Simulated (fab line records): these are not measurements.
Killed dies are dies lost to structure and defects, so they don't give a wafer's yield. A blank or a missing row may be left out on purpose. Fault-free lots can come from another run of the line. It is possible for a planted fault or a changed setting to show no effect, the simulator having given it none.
Which tool is to blame? | flow berkeley_cmos170 | 14 lots with 42 wafers sampled at 3 steps, on a route of 331 steps

WHAT THE GAUGES READ, wafer by wafer
UCB170_PLDD_TW_MEAS_11.
lot  | measured     | on            | PLDD_TW
L633 | day 7 04:59  | film_metro-04 | 1012 1006 1007
L634 | day 7 23:44  | film_metro-02 | 1004 1012 1007
L635 | day 8 00:01  | film_metro-04 | 1007 1016 1011
L636 | day 8 00:28  | film_metro-02 | 1005 1003 1007
L639 | day 9 08:47  | film_metro-02 | 1013 1007 1015
L641 | day 9 09:17  | film_metro-04 | 1021 1015 1012
L645 | day 10 07:19 | film_metro-01 | 954 954 955 958 956 951
L646 | day 10 21:08 | film_metro-01 | 954 946 955 951 952 945
L647 | day 10 21:25 | film_metro-04 | 1007 1008 1008
L648 | day 11 10:06 | film_metro-01 | 1018 1018 1021
L650 | day 11 21:01 | film_metro-02 | 1006 1000 1004
L653 | day 12 08:10 | film_metro-02 | 1004 1002 1008
L652 | day 12 08:50 | film_metro-04 | 1010 1014 1013
L655 | day 12 16:25 | film_metro-02 | 1004 998 1007

UCB170_SDANNEAL_RS_MEAS_04: the measuring method here is four-point-probe.
lot  | measured     | on            | PLDD_RS (ohm/sq)
L633 | day 8 00:52  | film_metro-04 | 1032.0 1035.8 1035.5
L634 | day 8 18:32  | film_metro-02 | 1034.8 1035.9 1035.0
L635 | day 8 18:53  | film_metro-01 | 1035.1 1033.4 1033.3
L636 | day 8 19:05  | film_metro-04 | 1034.4 1034.3 1034.6
L639 | day 9 23:53  | film_metro-02 | 1037.8 1036.8 1037.3
L641 | day 9 23:59  | film_metro-04 | 1030.3 1030.3 1029.7
L645 | day 10 22:55 | film_metro-02 | 1196.5 1195.6 1194.8 1195.9 1195.1 1197.0
L646 | day 11 11:48 | film_metro-01 | 1196.7 1201.4 1199.1 1196.4 1201.2 1200.4
L647 | day 11 11:59 | film_metro-02 | 1033.1 1034.6 1031.9
L648 | day 12 03:16 | film_metro-02 | 1030.5 1031.9 1033.0
L650 | day 12 12:08 | film_metro-01 | 1027.4 1029.8 1027.9
L653 | day 12 23:29 | film_metro-04 | 1033.0 1031.7 1029.8
L652 | day 13 00:14 | film_metro-02 | 1036.7 1035.7 1035.1
L655 | day 13 07:08 | film_metro-02 | 1037.6 1037.6 1036.8

TOOL THAT RAN EACH LOT (tool first, then ch and the chambers of the sampled wafers, then the start)
lot  | UCB170_PLDD_IMPLANT_09
L633 | implanter-01 ch 0, day 7 04:45
L634 | implanter-01 ch 0, day 7 23:30
L635 | implanter-02 ch 0, day 7 23:49
L636 | implanter-03 ch 0, day 8 00:13
L639 | implanter-03 ch 0, day 9 08:33
L641 | implanter-01 ch 0, day 9 09:02
L645 | implanter-03 ch 0, day 10 07:05
L646 | implanter-03 ch 0, day 10 20:53
L647 | implanter-01 ch 0, day 10 21:11
L648 | implanter-01 ch 0, day 11 09:54
L650 | implanter-01 ch 0, day 11 20:47
L653 | implanter-02 ch 0, day 12 07:56
L652 | implanter-02 ch 0, day 12 08:35
L655 | implanter-02 ch 0, day 12 16:10
- UCB170_PLDD_IMPLANT_09

AS READ BY THE TOOLS THEMSELVES (means over the sampled wafers that have a number; for cases with no such wafer, the mark the record gives instead)
UCB170_PLDD_IMPLANT_09.
lot  | tool         | dose_ions_cm2 | faraday_current_uA
L633 | implanter-01 | 5e+13         | 158
L634 | implanter-01 | 5e+13         | 157
L635 | implanter-02 | 5e+13         | 158
L636 | implanter-03 | 5e+13         | 142
L639 | implanter-03 | 5e+13         | 141
L641 | implanter-01 | 5e+13         | 159
L645 | implanter-03 | 3e+13         | 103
L646 | implanter-03 | 3e+13         | 104
L647 | implanter-01 | 5e+13         | 160
L648 | implanter-01 | 5e+13         | 157
L650 | implanter-01 | 5e+13         | 158
L653 | implanter-02 | 5e+13         | 157
L652 | implanter-02 | 5e+13         | 157
L655 | implanter-02 | 5e+13         | 156

THE ANSWER, worked out from the rows above alone
Rule: usual is defined by the lots themselves. The widest of any qualifying gaps counts: lots, ordered by their means at a reading, are off when they make up no more than a third of the lots, leave a main group of 4 or more, and stand apart from it by 3 or more times the standard deviation of that group's means. The tables above print the reading to a certain number of digits; a main group whose means all agree to those digits is not used. Also off: a lot with no number at a reading for which 4 or more lots have one. The other lots that the step has rows for count as sound. Order of review: gauges by route order, followed by the tools' own readings, for which a lot's mean as printed above is used. The first step at which some lot is off is used, and at that step the reading that is off furthest; a lot without a number counts as furthest.
Off: L645, L646, seen at UCB170_PLDD_TW_MEAS_11 (PLDD_TW). Main group: mean 1009, sd 4.8.
If a tool, at a process step before that reading, ran all the lots that are off and no sound lot after the first of them, it fits. Not tried: the gauges at UCB170_PLDD_TW_MEAS_11; whatever is off there is also off at UCB170_PLDD_IMPLANT_09, on other tools, and gauge error can't account for it. One fits: UCB170_PLDD_IMPLANT_09 on implanter-03. Its last sound lot is L639 (day 9 08:33), its first lot that is off L645 (day 10 07:05): a fault that began between those two fits.
The tool's own readings at UCB170_PLDD_IMPLANT_09 bear it out: on the lots that are off they differ by more than 5 times the standard deviation of the sound lots' means. dose_ions_cm2 reads 3e+13 there against 5e+13 on the sound lots; faraday_current_uA reads 104 there against 155 on the sound lots.

WHAT THE SIMULATOR PUT IN
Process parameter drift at UCB170_PLDD_IMPLANT_09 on implanter-03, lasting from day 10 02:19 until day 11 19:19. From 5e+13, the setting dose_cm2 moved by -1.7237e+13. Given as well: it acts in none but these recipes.
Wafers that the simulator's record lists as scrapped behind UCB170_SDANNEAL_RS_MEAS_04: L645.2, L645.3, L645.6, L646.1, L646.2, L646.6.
Lots struck among those shown: L645, L646. Same finding as the rule above.
